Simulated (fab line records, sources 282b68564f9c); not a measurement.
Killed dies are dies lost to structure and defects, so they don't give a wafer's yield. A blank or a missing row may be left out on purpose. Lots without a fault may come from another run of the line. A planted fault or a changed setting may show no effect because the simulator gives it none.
One fault seen from 2 desks | flow rit_cmos | each desk has only its own numbers; what lay behind them comes last

THE METROLOGY DESK
What the gauges read, lot by lot, whatever tool the lot ran on: means of the sampled wafers that have a number. A lot is out of limits, marked OUT, if its mean lies more than 4 standard deviations from the usual mean; the brackets give that distance.
Columns: A = PLDD_OVL at RIT_PLDD_OVL_MEAS_06, usual -1.0 nm; B = NSD_OVL at RIT_NSD_OVL_MEAS_06, usual 0.1 nm; C = PSD_TW at RIT_PSD_TW_MEAS_10, usual 3446; D = PSD_RS at RIT_SDANNEAL_RS_MEAS_04, usual 115.8 ohm/sq
lot  | first seen here | A    | B    | C               | D
L890 | day 3 19:58     | -0.3 | -0.8 | 3455            | 115.6
L891 | day 4 14:02     | -1.6 | -0.3 | 3459            | 115.9
L893 | day 4 20:49     | -0.2 | 1.3  | 3421            | 116.1
L895 | day 4 21:01     | 0.9  | 1.1  | 3425            | 115.3
L896 | day 5 04:49     | -3.0 | 0.5  | 3414            | 115.7
L898 | day 5 10:24     | 0.3  | 0.8  | 3432            | 115.9
L899 | day 6 01:30     | -0.2 | -1.3 | 3446            | 115.7
L900 | day 6 01:47     | 0.5  | -2.2 | 3447            | 115.9
L903 | day 6 10:57     | -2.1 | -0.7 | 3460            | 116.2
L902 | day 6 13:26     | -0.9 | -0.3 | 3457            | 116.2
L904 | day 6 16:04     | -0.7 | 0.9  | 3370            | 121.1 (+17) OUT
L905 | day 6 20:26     | 1.5  | 2.5  | 3365 (-4.3) OUT | 121.5 (+18) OUT
L909 | day 7 09:14     | 0.3  | -0.0 | 3456            | 115.9
L912 | day 7 19:22     | -0.1 | 1.1  | 3443            | 115.3
This desk's finding: out of limits on L904, L905; first on L904, day 6 22:52 (PSD_RS at RIT_SDANNEAL_RS_MEAS_04). In limits: L890, L891, L893, L895, L896, L898, L899, L900, L903, L902, L909, L912.

THE TOOL OWNER'S DESK: implanter-03
The tool's own readings at RIT_PSD_IMPLANT_08: means of the sampled wafers that have a number, for each lot that ran on this tool. A lot is out of limits, marked OUT, if its mean lies more than 4 standard deviations from the usual mean; the brackets give that distance.
Columns: A = beam_energy_keV at RIT_PSD_IMPLANT_08, usual 27.000; B = end_station_pressure_torr at RIT_PSD_IMPLANT_08, usual 1.38e-05 Torr
lot  | first seen here | A                        | B
L891 | day 4 19:58     | 26.986                   | 1.25e-05
L893 | day 5 03:35     | 27.010                   | 1.31e-05
L896 | day 5 16:57     | 26.999                   | 1.24e-05
L899 | day 6 07:07     | 27.001                   | 1.31e-05
L903 | day 6 16:50     | 26.994                   | 1.29e-05
L904 | day 6 22:02     | 24.600 (-99 or more) OUT | 1.31e-05
L905 | day 7 02:26     | 24.626 (-99 or more) OUT | 1.28e-05
This desk's finding: out of limits on L904, L905; first on L904, day 6 22:02 (beam_energy_keV at RIT_PSD_IMPLANT_08). In limits: L891, L893, L896, L899, L903.

PUT TOGETHER
The tool owner's desk could have raised an alarm at day 6 22:02, on L904, L905.
The metrology desk could have raised an alarm at day 6 22:52, on L904, L905.
Of the lots named, all ran RIT_PSD_IMPLANT_08 on implanter-03.

WHAT THE SIMULATOR HAD PUT IN
Process parameter drift: implanter-03, from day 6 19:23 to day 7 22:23, at RIT_PSD_IMPLANT_08. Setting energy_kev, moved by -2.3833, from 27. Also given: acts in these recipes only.
Lots struck among those shown: L904, L905.
Hours from the fault's start to each desk's first reading out of limits: the tool owner's desk, 3; the metrology desk, 3.
